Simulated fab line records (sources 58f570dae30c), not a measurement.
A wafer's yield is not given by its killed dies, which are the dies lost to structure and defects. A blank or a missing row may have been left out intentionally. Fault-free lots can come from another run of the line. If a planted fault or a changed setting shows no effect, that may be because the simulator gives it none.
Lot-split experiment    flow berkeley_cmos170    5 lots, 23 wafers read, on a route of 331 steps

## SPLIT DETAILS
At UCB170_M3_COAT_10 (resist thk 900 nm), the setting resist_thk_nm was moved away from the recipe's 900 nm on 8 of the 23 wafers read, by +3.0% to +4.1%. The other wafers ran this setting at the recipe's value.

The reading is taken at the split's own step.

## THE READING
KrF_of_M3_COAT_10.thk_nm (the simulator's own value, which no gauge read), in nm, at UCB170_M3_COAT_10 (resist thk 900 nm). The file gives no usual value for it. The 15 wafers here that ran the recipe average 900.1 nm, standard deviation 1.6 nm.

wafer   tool, chamber at the split  resist_thk_nm as run, nm  against the recipe  KrF_of_M3_COAT_10.thk_nm, nm  against lot-mates on the recipe
L076.1  litho_track-02, 0           927.1                     +3.0%               926.8                         +27.6
L076.2  litho_track-02, 0           927.1                     +3.0%               924.3                         +25.1
L076.3  litho_track-02, 0           927.1                     +3.0%               926.5                         +27.3
L076.4  litho_track-02, 0           900                       recipe              898.2                         -
L076.6  litho_track-02, 0           900                       recipe              900.2                         -
L078.1  litho_track-01, 0           936.9                     +4.1%               935.1                         +34.6
L078.2  litho_track-01, 0           936.9                     +4.1%               935.8                         +35.2
L078.3  litho_track-01, 0           936.9                     +4.1%               936.1                         +35.6
L078.4  litho_track-01, 0           900                       recipe              899.7                         -
L078.6  litho_track-01, 0           900                       recipe              901.4                         -
L081.1  litho_track-03, 0           900                       recipe              901.2                         -
L081.2  litho_track-03, 0           930                       +3.3%               932                           +31.7
L081.4  litho_track-03, 0           900                       recipe              898.8                         -
L081.5  litho_track-03, 0           930                       +3.3%               930.7                         +30.4
L081.6  litho_track-03, 0           900                       recipe              900.8                         -
L083.3  litho_track-03, 0           900                       recipe              900                           -
L083.5  litho_track-03, 0           900                       recipe              897.7                         -
L083.6  litho_track-03, 0           900                       recipe              897                           -
L082.1  litho_track-02, 0           900                       recipe              898.8                         -
L082.2  litho_track-02, 0           900                       recipe              901.5                         -
L082.3  litho_track-02, 0           900                       recipe              903                           -
L082.4  litho_track-02, 0           900                       recipe              901.2                         -
L082.6  litho_track-02, 0           900                       recipe              901.9                         -

FIT RESULTS
A straight line over all 23 wafers: KrF_of_M3_COAT_10.thk_nm changes by +8.8 nm for each +1% of resist_thk_nm; r = +0.99; the points scatter about the line by 1.6 nm.
The same after taking each lot's own level away (the mean of its wafers on the recipe; 23 wafers): +8.8 nm for each +1%; r = +1.00; scatter 1.3 nm.
On that fit, the largest move of resist_thk_nm shifts the reading by 36 nm.
The lots' own levels span 898.23 to 901.28 nm, that is 1.8 times the standard deviation above.
Hence the lot-to-lot level has little effect on the slope; both slopes agree.
Check: with one of the wafers moved furthest among these (+4.1%) left out of the fit, the line predicts +36.5 nm for it against its lot-mates. It came out at +34.6 nm against them.

## FURTHER SPLITS ON THESE WAFERS
Before the reading, these wafers also passed through other splits. Each is held against what the fit with the lots' levels taken away leaves over:
other split on the same wafers      wafers away from the commonest value  r with KrF_of_M3_COAT_10.thk_nm (lot level and that fit taken away)
UCB170_BACKSIDE_SOFTBAKE_02 temp_c  6                                     +0.15
UCB170_CONTACT_PEB_13 peb_temp_c    9                                     +0.08
UCB170_M1_COAT_04 spin_rpm          8                                     -0.29
UCB170_V1_CVD_00 rf_w               11                                    -0.34
UCB170_V2_COAT_07 resist_thk_nm     9                                     -0.03
UCB170_V2_ETCH_14 over_etch_frac    7                                     -0.17

## THE FILE'S OWN FIT
KrF_of_M3_COAT_10.thk_nm changes by +8.87 nm for each +1% of resist_thk_nm, r = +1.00.
